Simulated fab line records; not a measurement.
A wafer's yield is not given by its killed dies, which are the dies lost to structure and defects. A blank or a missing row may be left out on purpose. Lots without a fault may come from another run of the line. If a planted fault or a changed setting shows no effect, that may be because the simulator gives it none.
Which tool did it? + flow berkeley_cmos170 + 14 lots with 42 wafers sampled at 4 steps, on a route of 331 steps

WHAT EACH GAUGE READ, for each wafer
UCB170_PWELL_TW_MEAS_17. Usual: PWELL_TW gives 377.2 (standard deviation 2).
| lot  | measured    | on            | PWELL_TW          | flag |
|------|-------------|---------------|-------------------|------|
| L737 | day 2 22:07 | film_metro-01 | 376.1 375.2 377.5 |      |
| L738 | day 3 14:21 | film_metro-03 | 377.4 379.0 378.8 |      |
| L743 | day 4 16:25 | film_metro-04 | 381.5 378.0 379.5 |      |
| L744 | day 4 21:58 | film_metro-03 | 376.2 376.1 374.5 |      |
| L746 | day 5 05:53 | film_metro-01 | 376.4 373.9 375.3 |      |
| L747 | day 5 06:10 | film_metro-04 | 380.5 379.7 382.2 |      |
| L749 | day 5 23:47 | film_metro-03 | 377.3 377.2 376.4 |      |
| L750 | day 6 03:51 | film_metro-01 | 375.7 375.4 375.4 |      |
| L751 | day 6 03:58 | film_metro-03 | 376.1 377.2 376.4 |      |
| L753 | day 6 10:59 | film_metro-04 | 379.3 377.7 381.3 |      |
| L752 | day 6 11:08 | film_metro-03 | 376.1 375.6 375.5 |      |
| L756 | day 7 01:40 | film_metro-04 | 379.8 377.9 377.0 |      |
| L755 | day 7 01:54 | film_metro-03 | 377.7 377.3 377.7 |      |
| L759 | day 8 04:29 | film_metro-01 | 375.1 375.1 376.7 |      |

UCB170_V2_CD_MEAS_12 targets a cd of 700 nm. Usual: 699.9 nm for cd_nm, sd 1.1.
| lot  | measured     | on        | cd_nm (nm)        | flag |
|------|--------------|-----------|-------------------|------|
| L737 | day 8 01:11  | cd_sem-02 | 700.0 701.4 701.7 |      |
| L738 | day 8 21:51  | cd_sem-01 | 701.1 699.4 700.9 |      |
| L743 | day 9 18:05  | cd_sem-02 | 698.0 699.5 698.3 |      |
| L744 | day 9 16:52  | cd_sem-01 | 697.9 698.3 697.4 |      |
| L746 | day 10 17:35 | cd_sem-02 | 700.8 699.6 701.2 |      |
| L747 | day 10 19:15 | cd_sem-01 | 699.8 698.1 699.9 |      |
| L749 | day 11 09:59 | cd_sem-02 | 699.9 701.4 700.2 |      |
| L750 | day 11 08:47 | cd_sem-02 | 700.3 701.1 699.6 |      |
| L753 | day 11 14:53 | cd_sem-02 | 699.0 701.2 699.6 |      |
| L756 | day 12 03:40 | cd_sem-02 | 701.1 699.9 702.8 |      |
| L755 | day 12 01:44 | cd_sem-02 | 699.1 699.5 699.3 |      |
| L759 | day 13 08:43 | cd_sem-02 | 700.8 701.1 701.0 |      |

UCB170_M3_OVL_MEAS_16. Usual: M3_OVL gives 2 nm (standard deviation 5.2).
| lot  | measured     | on         | M3_OVL (nm) | flag |
|------|--------------|------------|-------------|------|
| L737 | day 8 04:43  | overlay-02 | 2 -3 2      |      |
| L738 | day 9 00:49  | overlay-01 | -10 1 -6    |      |
| L743 | day 9 20:57  | overlay-01 | 6 6 3       |      |
| L744 | day 9 20:08  | overlay-01 | -4 1 1      |      |
| L746 | day 10 20:31 | overlay-02 | 6 -1 4      |      |
| L747 | day 10 22:28 | overlay-02 | -4 4 -5     |      |
| L749 | day 11 13:29 | overlay-02 | 11 13 13    |      |
| L750 | day 11 11:57 | overlay-02 | -1 13 -2    |      |
| L753 | day 11 17:27 | overlay-01 | 0 1 1       |      |
| L756 | day 12 08:25 | overlay-02 | 5 13 8      |      |
| L755 | day 12 05:22 | overlay-02 | 14 12 5     |      |
| L759 | day 13 13:05 | overlay-01 | 4 3 5       |      |

EACH LOT AND THE TOOL THAT RAN IT (in order: tool; ch and the chambers of the sampled wafers; start)
| lot  | UCB170_SPACER_ETCHBACK_03          |
|------|------------------------------------|
| L737 | rie_diel-02 ch 2,3, day 6 22:47    |
| L738 | rie_diel-02 ch 1,2,3, day 7 22:59  |
| L743 | rie_diel-02 ch 0,1,2, day 8 19:34  |
| L744 | rie_diel-03 ch 0,2, day 8 19:34    |
| L746 | rie_diel-02 ch 1,3, day 9 16:18    |
| L747 | rie_diel-04 ch 1,2, day 9 16:18    |
| L749 | rie_diel-02 ch 0,2,3, day 10 08:50 |
| L750 | rie_diel-03 ch 1,3, day 10 08:50   |
| L751 | rie_diel-03 ch 0,1,2, day 10 08:54 |
| L753 | rie_diel-04 ch 0,1,2, day 10 14:32 |
| L752 | rie_diel-03 ch 2,3, day 10 14:32   |
| L756 | rie_diel-02 ch 0,1,2, day 10 22:43 |
| L755 | rie_diel-03 ch 0,3, day 10 22:43   |
| L759 | rie_diel-03 ch 2,3, day 12 03:55   |
- UCB170_SPACER_ETCHBACK_03: etches SiO2 in CHF3/CF4/Ar, stops on Si, target depth 376 nm, time 100 s.

WHAT THE TOOLS THEMSELVES READ (means of the sampled wafers that have a number; where no wafer has one, the mark that the record gives instead)
UCB170_SPACER_ETCHBACK_03. Usual: CHF3_flow_sccm 50.00 sccm, standard deviation 0.14; cf4_flow_sccm 10.000 sccm, standard deviation 0.03; drypump_motor_current_A 5.86 A, standard deviation 0.29; oes_product_au 0.903 a.u., standard deviation 0.015; throttle_valve_pct 6.47 %, standard deviation 0.12.
| lot  | tool        | CHF3_flow_sccm (sccm) | cf4_flow_sccm (sccm) | drypump_motor_current_A (A) | oes_product_au (a.u.) | throttle_valve_pct (%) | flag |
|------|-------------|-----------------------|----------------------|-----------------------------|-----------------------|------------------------|------|
| L737 | rie_diel-02 | 50.14                 | 10.037               | 5.48                        | 0.880                 | 6.34                   |      |
| L738 | rie_diel-02 | 50.11                 | 10.012               | 5.64                        | 0.893                 | 6.36                   |      |
| L743 | rie_diel-02 | 49.96                 | 9.973                | 5.87                        | 0.916                 | 6.47                   |      |
| L744 | rie_diel-03 | 50.11                 | 9.979                | 5.64                        | 0.917                 | 6.43                   |      |
| L746 | rie_diel-02 | 50.07                 | 10.039               | 5.70                        | 0.909                 | 6.29                   |      |
| L747 | rie_diel-04 | 50.01                 | 9.971                | 6.02                        | 0.899                 | 6.55                   |      |
| L749 | rie_diel-02 | 49.97                 | 9.974                | 5.71                        | 0.905                 | 6.46                   |      |
| L750 | rie_diel-03 | 49.89                 | 9.982                | 6.15                        | 0.893                 | 6.47                   |      |
| L751 | rie_diel-03 | -                     | -                    | -                           | -                     | -                      | OFF  |
| L753 | rie_diel-04 | 50.02                 | 9.982                | 5.94                        | 0.905                 | 6.55                   |      |
| L752 | rie_diel-03 | -                     | -                    | -                           | -                     | -                      | OFF  |
| L756 | rie_diel-02 | 49.99                 | 10.025               | 5.87                        | 0.891                 | 6.46                   |      |
| L755 | rie_diel-03 | 50.03                 | 9.981                | 5.97                        | 0.922                 | 6.37                   |      |
| L759 | rie_diel-03 | 49.98                 | 9.990                | 5.70                        | 0.898                 | 6.41                   |      |

THE ANSWER, worked out from the rows above alone
Rule: a lot counts as off when the mean over its wafers that have a number is more than 3 standard deviations away from the usual mean. A lot without any number at a reading at which 4 lots or more have one is off too. All remaining lots with rows at the step are treated as sound. First the gauges in route order, then the tools' own readings, where a lot's mean is used as printed above. The first step at which some lot is off is used, and at that step the reading that is off furthest; a lot without a number counts as furthest.
Off: L751, L752, at UCB170_SPACER_ETCHBACK_03 (CHF3_flow_sccm). Without a number there: L751, L752.
If a tool, at that step or one of the process steps before it, ran each lot that is off and ran no sound lot following the first of them, it fits. Of those tried, none fits.

WHAT HAD BEEN PUT IN BY THE SIMULATOR
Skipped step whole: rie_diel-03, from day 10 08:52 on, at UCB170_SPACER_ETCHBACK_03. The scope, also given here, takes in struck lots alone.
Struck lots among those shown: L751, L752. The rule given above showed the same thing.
